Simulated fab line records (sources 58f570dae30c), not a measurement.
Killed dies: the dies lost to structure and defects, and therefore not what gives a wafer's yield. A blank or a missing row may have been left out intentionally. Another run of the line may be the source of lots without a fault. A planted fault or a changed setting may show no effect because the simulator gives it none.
fab line records / flow berkeleyCmos170
[record] lots = 6 wafers = 18 lastDay = 12
route steps=331 shown CONTACT@218
lots untouched by any fault: they come from a run of this same line in which no faults occurred
startH: start of the lot's first displayed wafer, in hours after the record's first day / waitH: hours since the lot's step before / " the same as in the row above / L1.1+2: a row that stands for several wafers / - no value, or no start given / * or withheld: withheld / < > ~ a bound
route shown NAME@n: a module of which the file shows steps, and the number in the route of the first / usual: the fault-free wafers' mean and standard deviation / same: alike in all rows / chamber/n: place in a boat / sites: the reading at each site / _std_site: standard deviation across them / _edge_site: the outer-site mean with the inner-site mean subtracted / radiusMm: for every site, how far away it sits from the centre of the wafer / mask NAME#n: copy n / behind: tool/chamber where the wafer was last shaped / hold: why the lot went on hold/how many hours it stayed there/how the hold came to an end / device: whichever transistor did not switch (one of n, p or np) / end of line: tests run on the same wafers once the route is complete / step lacking rows: just its recipe / killed: the dies lost at the first sort to structure and to defects; this is not the yield of the wafer / map: shows each die of a wafer: x if killed, . if not, _ if none is there
set.NAME: setting as actually run; set.NAME@STEP: the setting as run at that earlier step / model.NAME: the simulator's own value behind a step, which no gauge read
lots at some steps of the route; a table a step, a row a wafer
services: a tool's chamber out of use, with start hour (startH, from the record's first day; less than 0 if before it), hours out, and reason
[[steps]]
[step UCB170_CONTACT_THK_MEAS_02]
[recipe] reads = PSG_of_CONTACT_CVD_01
[usual] CONTACT_PSG_THK = 700/6
lot.wafer=L294.1 tool=filmMetro-01 chamber=- startH=175.42 waitH=0.0 CONTACT_PSG_THK[nm]=705
lot.wafer=L294.3 tool=filmMetro-01 chamber=- startH=175.42 waitH=0.0 CONTACT_PSG_THK[nm]=703
lot.wafer=L294.5 tool=filmMetro-01 chamber=- startH=175.42 waitH=0.0 CONTACT_PSG_THK[nm]=702
lot.wafer=L306.3 tool=filmMetro-02 chamber=- startH=234.14 waitH=0.0 CONTACT_PSG_THK[nm]=701
lot.wafer=L306.5 tool=filmMetro-02 chamber=- startH=234.14 waitH=0.0 CONTACT_PSG_THK[nm]=704
lot.wafer=L306.6 tool=filmMetro-02 chamber=- startH=234.14 waitH=0.0 CONTACT_PSG_THK[nm]=707
lot.wafer=L307.1 tool=filmMetro-02 chamber=- startH=234.47 waitH=0.0 CONTACT_PSG_THK[nm]=689
lot.wafer=L307.3 tool=filmMetro-02 chamber=- startH=234.47 waitH=0.0 CONTACT_PSG_THK[nm]=693
lot.wafer=L307.6 tool=filmMetro-02 chamber=- startH=234.47 waitH=0.0 CONTACT_PSG_THK[nm]=690
lot.wafer=L308.1 tool=filmMetro-03 chamber=- startH=235.91 waitH=0.0 CONTACT_PSG_THK[nm]=703
lot.wafer=L308.4 tool=filmMetro-03 chamber=- startH=235.91 waitH=0.0 CONTACT_PSG_THK[nm]=700
lot.wafer=L308.6 tool=filmMetro-03 chamber=- startH=235.91 waitH=0.0 CONTACT_PSG_THK[nm]=697
lot.wafer=L310.1 tool=filmMetro-01 chamber=- startH=248.56 waitH=0.0 CONTACT_PSG_THK[nm]=701
lot.wafer=L310.2 tool=filmMetro-01 chamber=- startH=248.56 waitH=0.0 CONTACT_PSG_THK[nm]=703
lot.wafer=L310.5 tool=filmMetro-01 chamber=- startH=248.56 waitH=0.0 CONTACT_PSG_THK[nm]=706
lot.wafer=L314.2 tool=filmMetro-01 chamber=- startH=268.34 waitH=0.0 CONTACT_PSG_THK[nm]=696
lot.wafer=L314.4 tool=filmMetro-01 chamber=- startH=268.34 waitH=0.0 CONTACT_PSG_THK[nm]=695
lot.wafer=L314.6 tool=filmMetro-01 chamber=- startH=268.34 waitH=0.0 CONTACT_PSG_THK[nm]=703
[step UCB170_CONTACT_HMDS_03]
[recipe] primeTimeS = 60 primeTempC = 100
[step UCB170_CONTACT_COAT_04]
[recipe] resist = KrF spinRpm = 1500 resistThkNm = 900
[step UCB170_CONTACT_SOFTBAKE_05]
[recipe] resist = KrF tempC = 130 timeS = 60
[step UCB170_CONTACT_STRIP_06]
[recipe] chemistry = O2 powerW = 400 pressureMtorr = 3500 platenTempC = withheld o2FlowSccm = 400 overashFraction = 0.5
[usual] drypumpMotorCurrentA = 5.67/0.29 oesProductAu = 0.735/0.0044 stripTimeToEndpointS = 21.99/0.07
lot.wafer=L294.1 tool=plasmaAsher-02 chamber=0 startH=175.93 waitH=0.1 drypumpMotorCurrentA=5.61 oesProductAu=0.744 rfHoursCounterH=40 stripTimeToEndpointS=21.86
lot.wafer=L294.3 tool=plasmaAsher-02 chamber=0 startH=175.93 waitH=0.1 drypumpMotorCurrentA=5.61 oesProductAu=0.729 rfHoursCounterH=- stripTimeToEndpointS=21.81
lot.wafer=L294.5 tool=plasmaAsher-02 chamber=1 startH=175.93 waitH=0.1 drypumpMotorCurrentA=6.03 oesProductAu=0.738 rfHoursCounterH=- stripTimeToEndpointS=21.85
lot.wafer=L306.3 tool=plasmaAsher-04 chamber=1 startH=234.67 waitH=0.1 drypumpMotorCurrentA=5.45 oesProductAu=0.726 rfHoursCounterH=- stripTimeToEndpointS=22.00
lot.wafer=L306.5 tool=plasmaAsher-04 chamber=1 startH=234.67 waitH=0.1 drypumpMotorCurrentA=5.45 oesProductAu=0.736 rfHoursCounterH=- stripTimeToEndpointS=22.00
lot.wafer=L306.6 tool=plasmaAsher-04 chamber=0 startH=234.67 waitH=0.1 drypumpMotorCurrentA=5.26 oesProductAu=0.743 rfHoursCounterH=- stripTimeToEndpointS=21.92
lot.wafer=L307.1 tool=plasmaAsher-02 chamber=1 startH=235.43 waitH=0.1 drypumpMotorCurrentA=6.08 oesProductAu=0.730 rfHoursCounterH=48 stripTimeToEndpointS=21.96
lot.wafer=L307.3 tool=plasmaAsher-02 chamber=0 startH=235.43 waitH=0.1 drypumpMotorCurrentA=5.62 oesProductAu=0.739 rfHoursCounterH=- stripTimeToEndpointS=22.05
lot.wafer=L307.6 tool=plasmaAsher-02 chamber=1 startH=235.43 waitH=0.1 drypumpMotorCurrentA=6.03 oesProductAu=0.732 rfHoursCounterH=- stripTimeToEndpointS=21.99
lot.wafer=L308.1 tool=plasmaAsher-02 chamber=1 startH=236.71 waitH=0.1 drypumpMotorCurrentA=5.97 oesProductAu=0.740 rfHoursCounterH=48 stripTimeToEndpointS=21.99
lot.wafer=L308.4 tool=plasmaAsher-02 chamber=0 startH=236.71 waitH=0.1 drypumpMotorCurrentA=5.61 oesProductAu=0.733 rfHoursCounterH=- stripTimeToEndpointS=22.01
lot.wafer=L308.6 tool=plasmaAsher-02 chamber=1 startH=236.71 waitH=0.1 drypumpMotorCurrentA=6.01 oesProductAu=0.731 rfHoursCounterH=- stripTimeToEndpointS=22.01
lot.wafer=L310.1 tool=plasmaAsher-04 chamber=1 startH=249.17 waitH=0.1 drypumpMotorCurrentA=5.44 oesProductAu=0.739 rfHoursCounterH=47 stripTimeToEndpointS=21.96
lot.wafer=L310.2 tool=plasmaAsher-04 chamber=0 startH=249.17 waitH=0.1 drypumpMotorCurrentA=5.28 oesProductAu=0.744 rfHoursCounterH=47 stripTimeToEndpointS=21.97
lot.wafer=L310.5 tool=plasmaAsher-04 chamber=0 startH=249.17 waitH=0.1 drypumpMotorCurrentA=5.27 oesProductAu=0.735 rfHoursCounterH=- stripTimeToEndpointS=22.03
lot.wafer=L314.2 tool=plasmaAsher-04 chamber=0 startH=268.84 waitH=0.1 drypumpMotorCurrentA=5.27 oesProductAu=0.730 rfHoursCounterH=50 stripTimeToEndpointS=22.03
lot.wafer=L314.4 tool=plasmaAsher-04 chamber=0 startH=268.84 waitH=0.1 drypumpMotorCurrentA=5.28 oesProductAu=0.732 rfHoursCounterH=- stripTimeToEndpointS=21.97
lot.wafer=L314.6 tool=plasmaAsher-04 chamber=1 startH=268.84 waitH=0.1 drypumpMotorCurrentA=5.47 oesProductAu=0.730 rfHoursCounterH=- stripTimeToEndpointS=22.02
[step UCB170_CONTACT_CLEAN_07]
[recipe] chemistry = SPM tempC = 120 timeS = 600
[step UCB170_CONTACT_RTA_08]
[recipe] tempC = 900 timeS = 10 ambient = N2
[usual] lampPowerPct = 27.4/2.5 wafer_temp_C_max = 903.5/1.4
lot.wafer=L294.1 tool=rtpAnneal-02 chamber=0 startH=176.77 waitH=0.0 lampPowerPct=29.9 wafer_temp_C_max=907.5
lot.wafer=L294.3 tool=rtpAnneal-02 chamber=0 startH=176.77 waitH=0.0 lampPowerPct=29.8 wafer_temp_C_max=904.3
lot.wafer=L294.5 tool=rtpAnneal-02 chamber=0 startH=176.77 waitH=0.0 lampPowerPct=29.9 wafer_temp_C_max=904.7
lot.wafer=L306.3 tool=rtpAnneal-02 chamber=0 startH=234.93 waitH=0.0 lampPowerPct=29.9 wafer_temp_C_max=903.6
lot.wafer=L306.5 tool=rtpAnneal-02 chamber=0 startH=234.93 waitH=0.0 lampPowerPct=29.8 wafer_temp_C_max=905.7
lot.wafer=L306.6 tool=rtpAnneal-02 chamber=0 startH=234.93 waitH=0.0 lampPowerPct=29.9 wafer_temp_C_max=903.0
lot.wafer=L307.1 tool=rtpAnneal-01 chamber=0 startH=235.71 waitH=0.0 lampPowerPct=25.0 wafer_temp_C_max=902.9
lot.wafer=L307.3 tool=rtpAnneal-01 chamber=0 startH=235.71 waitH=0.0 lampPowerPct=25.0 wafer_temp_C_max=902.5
lot.wafer=L307.6 tool=rtpAnneal-01 chamber=0 startH=235.71 waitH=0.0 lampPowerPct=25.0 wafer_temp_C_max=902.1
lot.wafer=L308.1 tool=rtpAnneal-02 chamber=0 startH=236.98 waitH=0.0 lampPowerPct=29.9 wafer_temp_C_max=903.8
lot.wafer=L308.4 tool=rtpAnneal-02 chamber=0 startH=236.98 waitH=0.0 lampPowerPct=29.9 wafer_temp_C_max=903.6
lot.wafer=L308.6 tool=rtpAnneal-02 chamber=0 startH=236.98 waitH=0.0 lampPowerPct=29.9 wafer_temp_C_max=905.2
lot.wafer=L310.1 tool=rtpAnneal-02 chamber=0 startH=249.52 waitH=0.0 lampPowerPct=29.9 wafer_temp_C_max=904.1
lot.wafer=L310.2 tool=rtpAnneal-02 chamber=0 startH=249.52 waitH=0.0 lampPowerPct=29.8 wafer_temp_C_max=906.2
lot.wafer=L310.5 tool=rtpAnneal-02 chamber=0 startH=249.52 waitH=0.0 lampPowerPct=29.8 wafer_temp_C_max=904.6
lot.wafer=L314.2 tool=rtpAnneal-02 chamber=0 startH=269.13 waitH=0.0 lampPowerPct=29.8 wafer_temp_C_max=904.9
lot.wafer=L314.4 tool=rtpAnneal-02 chamber=0 startH=269.13 waitH=0.0 lampPowerPct=29.8 wafer_temp_C_max=905.7
lot.wafer=L314.6 tool=rtpAnneal-02 chamber=0 startH=269.13 waitH=0.0 lampPowerPct=29.9 wafer_temp_C_max=906.1
[step UCB170_CONTACT_COAT_09]
[recipe] resist = BARC tempC = withheld timeS = withheld spinRpm = 3000 resistThkNm = withheld
[step UCB170_CONTACT_COAT_10]
[recipe] resist = KrF spinRpm = 1500 resistThkNm = 900
[step UCB170_CONTACT_SOFTBAKE_11]
[recipe] resist = KrF tempC = 130 timeS = 60
[step UCB170_CONTACT_EXPOSE_12]
[recipe] maskId = CONT targetCdNm = 700 na = 0.5 sigmaOuter = 0.6 sourceShape = conventional doseMj = 35
[step UCB170_CONTACT_PEB_13]
[recipe] pebTempC = 130 pebTimeS = withheld resist = KrF
[step UCB170_CONTACT_DEVELOP_14]
[recipe] developer = TMAH developTimeS = 45 resist = KrF devTempC = 21
[usual] chillPlateTempC = 23.03/0.11 developTimeS = 45/0 exhaustPa = 45.1/0.86
lot.wafer=L294.1 tool=lithoTrack-03 chamber=0 startH=178 waitH=- chillPlateTempC=22.96 developTimeS=45 exhaustPa=43.7 model.KrF_of_CONTACT_COAT_10.thkNm=884
lot.wafer=L294.3 tool=lithoTrack-03 chamber=0 startH=178 waitH=- chillPlateTempC=23.01 developTimeS=45 exhaustPa=43.5 model.KrF_of_CONTACT_COAT_10.thkNm=883.5
lot.wafer=L294.5 tool=lithoTrack-03 chamber=0 startH=178 waitH=- chillPlateTempC=22.98 developTimeS=45 exhaustPa=44.7 model.KrF_of_CONTACT_COAT_10.thkNm=883.4
lot.wafer=L306.3 tool=lithoTrack-04 chamber=- startH=236 waitH=- chillPlateTempC=- developTimeS=- exhaustPa=- model.KrF_of_CONTACT_COAT_10.thkNm=896.1
lot.wafer=L306.5 tool=lithoTrack-04 chamber=- startH=236 waitH=- chillPlateTempC=- developTimeS=- exhaustPa=- model.KrF_of_CONTACT_COAT_10.thkNm=895
lot.wafer=L306.6 tool=lithoTrack-04 chamber=- startH=236 waitH=- chillPlateTempC=- developTimeS=- exhaustPa=- model.KrF_of_CONTACT_COAT_10.thkNm=894.1
lot.wafer=L307.1 tool=lithoTrack-03 chamber=- startH=236 waitH=- chillPlateTempC=- developTimeS=- exhaustPa=- model.KrF_of_CONTACT_COAT_10.thkNm=898.8
lot.wafer=L307.3 tool=lithoTrack-03 chamber=- startH=236 waitH=- chillPlateTempC=- developTimeS=- exhaustPa=- model.KrF_of_CONTACT_COAT_10.thkNm=899.3
lot.wafer=L307.6 tool=lithoTrack-03 chamber=- startH=237 waitH=- chillPlateTempC=- developTimeS=- exhaustPa=- model.KrF_of_CONTACT_COAT_10.thkNm=901.3
lot.wafer=L308.1 tool=lithoTrack-03 chamber=0 startH=237 waitH=- chillPlateTempC=22.89 developTimeS=45 exhaustPa=45.6 model.KrF_of_CONTACT_COAT_10.thkNm=885.7
lot.wafer=L308.4 tool=lithoTrack-03 chamber=0 startH=237 waitH=- chillPlateTempC=22.89 developTimeS=45 exhaustPa=43.9 model.KrF_of_CONTACT_COAT_10.thkNm=884.1
lot.wafer=L308.6 tool=lithoTrack-03 chamber=0 startH=237 waitH=- chillPlateTempC=22.86 developTimeS=45 exhaustPa=45.2 model.KrF_of_CONTACT_COAT_10.thkNm=885.6
lot.wafer=L310.1 tool=lithoTrack-04 chamber=0 startH=250 waitH=- chillPlateTempC=23.05 developTimeS=45 exhaustPa=47.3 model.KrF_of_CONTACT_COAT_10.thkNm=882.7
lot.wafer=L310.2 tool=lithoTrack-04 chamber=0 startH=250 waitH=- chillPlateTempC=22.97 developTimeS=45 exhaustPa=46.2 model.KrF_of_CONTACT_COAT_10.thkNm=884.6
lot.wafer=L310.5 tool=lithoTrack-04 chamber=0 startH=250 waitH=- chillPlateTempC=23.07 developTimeS=45 exhaustPa=44.9 model.KrF_of_CONTACT_COAT_10.thkNm=883.5
lot.wafer=L314.2 tool=lithoTrack-04 chamber=0 startH=270 waitH=- chillPlateTempC=22.78 developTimeS=45 exhaustPa=45.1 model.KrF_of_CONTACT_COAT_10.thkNm=886.6
lot.wafer=L314.4 tool=lithoTrack-04 chamber=0 startH=270 waitH=- chillPlateTempC=22.91 developTimeS=45 exhaustPa=45.2 model.KrF_of_CONTACT_COAT_10.thkNm=883
lot.wafer=L314.6 tool=lithoTrack-04 chamber=0 startH=270 waitH=- chillPlateTempC=22.91 developTimeS=45 exhaustPa=44.8 model.KrF_of_CONTACT_COAT_10.thkNm=883.8
[step UCB170_CONTACT_CD_MEAS_15]
[recipe] targetCdNm = 700
[usual] cdNm = 699.7/1.2
lot.wafer=L294.1 tool=cdSem-02 chamber=- startH=178.22 waitH=- cdNm=699.3
lot.wafer=L294.3 tool=cdSem-02 chamber=- startH=178.22 waitH=- cdNm=697.8
lot.wafer=L294.5 tool=cdSem-02 chamber=- startH=178.22 waitH=- cdNm=698.8
lot.wafer=L306.3 tool=cdSem-02 chamber=- startH=236.95 waitH=- cdNm=-
lot.wafer=L306.5 tool=cdSem-02 chamber=- startH=236.95 waitH=- cdNm=-
lot.wafer=L306.6 tool=cdSem-02 chamber=- startH=236.95 waitH=- cdNm=-
lot.wafer=L307.1 tool=cdSem-02 chamber=- startH=237.03 waitH=- cdNm=-
lot.wafer=L307.3 tool=cdSem-02 chamber=- startH=237.03 waitH=- cdNm=-
lot.wafer=L307.6 tool=cdSem-02 chamber=- startH=237.03 waitH=- cdNm=-
lot.wafer=L308.1 tool=cdSem-01 chamber=- startH=237.89 waitH=- cdNm=700.4
lot.wafer=L308.4 tool=cdSem-01 chamber=- startH=237.89 waitH=- cdNm=701.6
lot.wafer=L308.6 tool=cdSem-01 chamber=- startH=237.89 waitH=- cdNm=701.8
lot.wafer=L310.1 tool=cdSem-02 chamber=- startH=250.86 waitH=- cdNm=698.9
lot.wafer=L310.2 tool=cdSem-02 chamber=- startH=250.86 waitH=- cdNm=698.6
lot.wafer=L310.5 tool=cdSem-02 chamber=- startH=250.86 waitH=- cdNm=699.4
lot.wafer=L314.2 tool=cdSem-02 chamber=- startH=270.39 waitH=- cdNm=701.5
lot.wafer=L314.4 tool=cdSem-02 chamber=- startH=270.39 waitH=- cdNm=701.2
lot.wafer=L314.6 tool=cdSem-02 chamber=- startH=270.39 waitH=- cdNm=700.8
[[services]]
tool=plasmaAsher-04 chamber=- startH=209.06 hours=5.4 kind=repair
[[key]]
[firstSign] step = UCB170_CONTACT_DEVELOP_14 reading = toolRecord direction = missing
effect none on later readings
[modelEffect] step = UCB170_CONTACT_DEVELOP_14 value = KrF_of_CONTACT_COAT_10.thkNm without = 883.2 struck = 897.4
metAt UCB170_CONTACT_DEVELOP_14
struckWafers L306.3,L306.5,L306.6,L307.1,L307.3,L307.6
laterRowsLeftOut L306.3,L306.5,L306.6,L307.1,L307.3,L307.6
sortLeftOut L306.3,L306.5,L306.6,L307.1,L307.3,L307.6
testerLeftOut L306,L307
onsetBetween 178 236
[fault] kind = skippedStepWhole tool = lithoTrack-03,lithoTrack-04 chamber = - onsetH = 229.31 steps = UCB170_CONTACT_DEVELOP_14 scope = struckLotsOnly
// testerLeftOut: of these lots the tester's yield and bins aren't shown, on N5 and GAA mostly nor the transistor test; their killed dies are dies lost to structure and defects alone, not to doping, threshold or leakage, so they don't give the yield
// sortLeftOut: the simulated sort isn't trusted on such a fault, so these wafers' sort isn't shown, and their yield isn't known
// laterRowsLeftOut: the simulator's readings of these wafers behind a module that went badly wrong aren't trusted and aren't shown, but for the sort
